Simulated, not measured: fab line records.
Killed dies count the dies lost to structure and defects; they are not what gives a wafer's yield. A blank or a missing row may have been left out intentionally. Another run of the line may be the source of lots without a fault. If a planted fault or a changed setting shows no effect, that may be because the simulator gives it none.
One fault through the eyes of 2 desks || flow berkeley-cmos170 || each desk has only its own numbers; what lay behind them comes last

AT THE METROLOGY DESK
Means of the sampled wafers that have a number, per lot and without regard to the tool the lot ran on: this is what the gauges read. The brackets show how far a lot's mean lies from the usual mean; more than 4 standard deviations puts the lot out of limits, marked OUT.
Columns: A = NWELL_TW at UCB170_NWELL_TW_MEAS_16, usual 1243
{"lot": "L266", "first seen here": "day 2 11:01", "A": 1249}
{"lot": "L267", "first seen here": "day 2 11:17", "A": 1248}
{"lot": "L268", "first seen here": "day 2 20:03", "A": 1246}
{"lot": "L273", "first seen here": "day 4 01:01", "A": "1286 (+6.3) OUT"}
{"lot": "L275", "first seen here": "day 4 05:23", "A": 1248}
{"lot": "L276", "first seen here": "day 4 15:19", "A": "1279 (+5.2) OUT"}
{"lot": "L278", "first seen here": "day 5 02:26", "A": "1286 (+6.3) OUT"}
{"lot": "L279", "first seen here": "day 5 02:43", "A": 1243}
{"lot": "L281", "first seen here": "day 5 13:31", "A": 1238}
{"lot": "L282", "first seen here": "day 6 01:01", "A": 1242}
{"lot": "L284", "first seen here": "day 6 06:32", "A": 1242}
{"lot": "L286", "first seen here": "day 6 13:13", "A": 1233}
{"lot": "L285", "first seen here": "day 6 13:30", "A": 1247}
{"lot": "L288", "first seen here": "day 7 01:07", "A": 1244}
{"lot": "L289", "first seen here": "day 7 09:07", "A": 1246}
Finding of this desk: L273, L276, L278 out of limits, first seen on L273 at day 4 01:01 (NWELL_TW at UCB170_NWELL_TW_MEAS_16). Within limits: L266, L267, L268, L275, L279, L281, L282, L284, L286, L285, L288, L289.

THE TOOL OWNER'S DESK: implanter-04
The tool's own readings at UCB170_NWELL_IMPLANT_14: means of the sampled wafers that have a number, for each lot that ran on this tool. The brackets show how far a lot's mean lies from the usual mean; more than 4 standard deviations puts the lot out of limits, marked OUT.
Columns: A = beam-energy-keV at UCB170_NWELL_IMPLANT_14, usual 150.01; B = tilt-deg at UCB170_NWELL_IMPLANT_14, usual 7.000 degrees
{"lot": "L266", "first seen here": "day 2 10:46", "A": 150.05, "B": 7.030}
{"lot": "L267", "first seen here": "day 2 11:05", "A": 150.03, "B": 7.003}
{"lot": "L273", "first seen here": "day 4 00:46", "A": "174.19 (+99 or more) OUT", "B": 6.997}
{"lot": "L276", "first seen here": "day 4 15:05", "A": "174.18 (+99 or more) OUT", "B": 6.997}
{"lot": "L278", "first seen here": "day 5 02:11", "A": "174.15 (+99 or more) OUT", "B": 7.007}
This desk's finding: out of limits on L273, L276, L278; first on L273, day 4 00:46 (beam-energy-keV at UCB170_NWELL_IMPLANT_14). Within limits: L266, L267.

BROUGHT TOGETHER
The tool owner's desk could have raised an alarm at day 4 00:46, on L273, L276, L278.
Metrology desk: alarm possible at day 4 01:01 on L273, L276, L278.
Of the lots named, all ran UCB170_NWELL_IMPLANT_14 on implanter-04.

WHAT THE SIMULATOR HAD INSERTED
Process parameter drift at UCB170_NWELL_IMPLANT_14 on implanter-04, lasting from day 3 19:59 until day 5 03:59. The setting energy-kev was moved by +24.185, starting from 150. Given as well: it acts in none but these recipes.
Struck lots among those shown: L273, L276, L278.
Time in hours from fault onset to the first out-of-limits reading at each desk: tool owner's desk 5, metrology desk 5.
